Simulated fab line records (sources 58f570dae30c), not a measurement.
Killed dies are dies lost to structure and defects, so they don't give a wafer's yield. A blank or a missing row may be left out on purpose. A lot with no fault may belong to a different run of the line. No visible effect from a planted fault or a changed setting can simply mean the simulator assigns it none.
Which of the tools did it? | flow berkeley_cmos170 | 14 lots, 42 wafers sampled, at 2 steps of a route of 331

## WHAT EACH GAUGE READ, for each wafer
UCB170_SDANNEAL_RS_MEAS_05: a four-point-probe measurement.
lot  | measured     | on            | NLDD_RS (ohm/sq)
L522 | day 5 22:35  | film_metro-04 | 616.3 616.4 616.6
L525 | day 7 08:10  | film_metro-02 | 612.6 612.9 615.2
L524 | day 7 08:35  | film_metro-04 | 616.7 615.0 615.8
L527 | day 7 08:29  | film_metro-01 | 616.8 615.8 615.6
L526 | day 8 01:28  | film_metro-02 | 614.5 613.2 617.5
L528 | day 8 01:18  | film_metro-01 | 577.7 578.8 580.4
L530 | day 8 11:40  | film_metro-04 | 581.3 581.0 582.3
L538 | day 10 08:11 | film_metro-01 | 617.7 615.6 616.7
L539 | day 10 12:14 | film_metro-04 | 619.4 618.8 618.4
L540 | day 10 22:53 | film_metro-02 | 617.1 616.9 616.0
L542 | day 11 01:31 | film_metro-01 | 618.7 616.4 616.6
L543 | day 11 12:38 | film_metro-02 | 614.2 614.7 614.0
L545 | day 11 13:10 | film_metro-04 | 619.2 619.7 618.5
L544 | day 11 13:32 | film_metro-02 | 618.2 616.1 616.7

## EACH LOT AND THE TOOL THAT RAN IT (in order: tool; ch and the chambers of the sampled wafers; start)
lot  | UCB170_NLDD_IMPLANT_08
L522 | implanter-01 ch 0, day 5 14:27
L525 | implanter-04 ch 0, day 6 23:31
L524 | implanter-02 ch 0, day 6 23:41
L527 | implanter-04 ch 0, day 6 23:59
L526 | implanter-04 ch 0, day 7 12:59
L528 | implanter-04 ch 0, day 7 13:14
L530 | implanter-04 ch 0, day 8 01:22
L538 | implanter-01 ch 0, day 9 20:01
L539 | implanter-02 ch 0, day 10 02:59
L540 | implanter-01 ch 0, day 10 11:14
L542 | implanter-04 ch 0, day 10 16:39
L543 | implanter-04 ch 0, day 11 00:35
L545 | implanter-02 ch 0, day 11 01:00
L544 | implanter-01 ch 0, day 11 01:13
- UCB170_NLDD_IMPLANT_08

## WHAT THE TOOLS THEMSELVES READ (means of the sampled wafers that have a number; where no wafer has one, the mark that the record gives instead)
UCB170_NLDD_IMPLANT_08.
lot  | tool         | tilt_deg (degrees)
L522 | implanter-01 | 7.004
L525 | implanter-04 | 7.000
L524 | implanter-02 | 7.001
L527 | implanter-04 | 7.007
L526 | implanter-04 | 7.013
L528 | implanter-04 | 4.334
L530 | implanter-04 | 4.323
L538 | implanter-01 | 7.000
L539 | implanter-02 | 6.993
L540 | implanter-01 | 7.019
L542 | implanter-04 | 7.010
L543 | implanter-04 | 6.988
L545 | implanter-02 | 7.006
L544 | implanter-01 | 7.001

## THE ANSWER, worked out from the rows above alone
Rule: what is usual is taken from the lots themselves. The widest of any qualifying gaps counts: lots, ordered by their means at a reading, are off when they make up no more than a third of the lots, leave a main group of 4 or more, and stand apart from it by 3 or more times the standard deviation of that group's means. If all means in a main group match to the digits the tables above print for the reading, that group is not used. A lot without any number at a reading at which 4 lots or more have one is off too. All remaining lots with rows at the step are treated as sound. After the gauges, taken in route order, come the tools' own readings; for these a lot's mean is taken, as printed above. The first step at which some lot is off is used, and at that step the reading that is off furthest; a lot without a number counts as furthest.
Off: L528, L530, seen at UCB170_SDANNEAL_RS_MEAS_05 (NLDD_RS). The main group: mean 616.4 ohm/sq, standard deviation 1.6.
If a tool, at a process step before that reading, ran all the lots that are off and no sound lot after the first of them, it fits. Not tried: the gauges at UCB170_SDANNEAL_RS_MEAS_05; whatever is off there is also off at UCB170_NLDD_IMPLANT_08, on other tools, and gauge error can't account for it. No candidate that was tried fits.

## WHAT HAD BEEN PUT IN BY THE SIMULATOR
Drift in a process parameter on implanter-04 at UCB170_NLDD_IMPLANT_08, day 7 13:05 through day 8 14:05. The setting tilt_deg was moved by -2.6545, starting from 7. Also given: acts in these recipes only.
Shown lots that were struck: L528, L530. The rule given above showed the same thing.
